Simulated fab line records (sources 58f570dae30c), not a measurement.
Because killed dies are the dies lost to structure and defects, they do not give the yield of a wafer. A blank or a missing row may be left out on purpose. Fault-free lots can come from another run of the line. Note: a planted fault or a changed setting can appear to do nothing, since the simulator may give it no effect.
Which tool is to blame? | flow berkeley-cmos170 | 14 lots (42 wafers sampled), 1 step of a 331-step route

== WHAT EACH GAUGE READ, for each wafer ==
UCB170_PSD_TW_MEAS_10.
lot  | measured     | on            | PSD_TW
L397 | day 7 09:20  | film-metro-01 | 2331 2314 2327
L395 | day 7 09:30  | film-metro-03 | 2318 2319 2312
L398 | day 7 15:28  | film-metro-03 | 2328 2307 2327
L400 | day 8 12:10  | film-metro-03 | 2335 2331 2338
L399 | day 8 12:27  | film-metro-02 | 2334 2324 2326
L402 | day 8 23:34  | film-metro-03 | 2329 2326 2327
L408 | day 10 10:00 | film-metro-03 | 2325 2310 2321
L406 | day 10 10:15 | film-metro-01 | 2309 2322 2311
L405 | day 10 10:22 | film-metro-03 | 2324 2322 2326
L411 | day 11 12:14 | film-metro-03 | 2317 2330 2327
L412 | day 11 12:47 | film-metro-03 | 2329 2328 2329
L415 | day 11 23:45 | film-metro-02 | 2336 2347 2340
L418 | day 12 17:34 | film-metro-02 | 2339 2330 2349
L417 | day 12 17:39 | film-metro-01 | 2309 2310 2296

== EACH LOT AND THE TOOL THAT RAN IT (in order: tool; ch and the chambers of the sampled wafers; start) ==
No process step before these readings appears in the record.

== AS READ BY THE TOOLS THEMSELVES (means over the sampled wafers that have a number; for cases with no such wafer, the mark the record gives instead) ==
The record holds no such reading with a usual standard deviation.

== THE ANSWER, worked out from the rows above alone ==
Rule: what is usual is taken from the lots themselves. Put in order of their means at a reading, lots are off if they are a third of the lots or fewer, leave a main group of 4 or more, and stand apart from it by a gap of 3 or more times the standard deviation of the main group's means; of several such gaps the widest counts. A main group is skipped when, at the precision printed for the reading in the tables above, its means are all equal. Also off: a lot with no number at a reading for which 4 or more lots have one. Any other lot the step has rows for is counted as sound. First the gauges in route order, then the tools' own readings, where a lot's mean is used as printed above. The first step at which some lot is off is used, and at that step the reading that is off furthest; a lot without a number counts as furthest.
Across all readings shown, no lot is off: no conclusion can be drawn from this.

== WHAT WAS PUT IN BY THE SIMULATOR ==
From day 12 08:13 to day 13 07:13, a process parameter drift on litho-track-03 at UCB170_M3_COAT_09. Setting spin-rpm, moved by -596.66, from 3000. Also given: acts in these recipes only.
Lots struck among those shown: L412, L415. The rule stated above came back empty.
